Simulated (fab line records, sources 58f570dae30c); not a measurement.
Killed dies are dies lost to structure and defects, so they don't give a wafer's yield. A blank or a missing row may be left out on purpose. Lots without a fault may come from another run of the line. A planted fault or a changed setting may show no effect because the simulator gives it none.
Chamber matching | flow berkeley_cmos170 | UCB170_V1_CVD_00 on pecvd-01: 3 sister chambers
The step deposits SiO2 from TEOS/O2, target thk 2000 nm, time 250 s. 3 wafers are shown with their chamber, then 7 later ones without.

WAFERS WITH THEIR CHAMBER
wafer  | chamber | heater_power_w (W)
L538.5 | 1       | 262
L542.1 | 0       | 276
L542.2 | 2       | 343

WAFERS WITHOUT THEIR CHAMBER
wafer  | heater_power_w (W)
L542.5 | 178
L540.3 | 241
L540.5 | 255
L540.6 | 178
L545.2 | 343
L545.3 | 240
L545.4 | 258

WHICH CHAMBER EACH WENT THROUGH
wafer  | from the rows above          | in truth
L542.5 | can't be placed: 1 or 0 or 2 | 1
L540.3 | can't be placed: 1 or 0 or 2 | 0
L540.5 | can't be placed: 1 or 0 or 2 | 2
L540.6 | can't be placed: 1 or 0 or 2 | 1
L545.2 | can't be placed: 2 or 0 or 1 | 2
L545.3 | can't be placed: 1 or 0 or 2 | 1
L545.4 | can't be placed: 1 or 0 or 2 | 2
Placed correctly: 0 of 7. Can't be placed from these rows: 7 (the true chamber is among the candidates in 7). Placed wrongly: 0.
How it was worked out, from the rows above alone: a wafer's distance from a chamber is the root of the sum, over the readings, of the square of ((its reading less the chamber's mean) divided by the reading's scatter). The wafer belongs to the nearest chamber; if the next one is less than 2 further off, it can't be placed. A chamber's mean is the mean of its shown wafers. The scatter: with one shown wafer a chamber, the root of the mean of the squares of how far each hidden wafer lies from its nearest shown one.
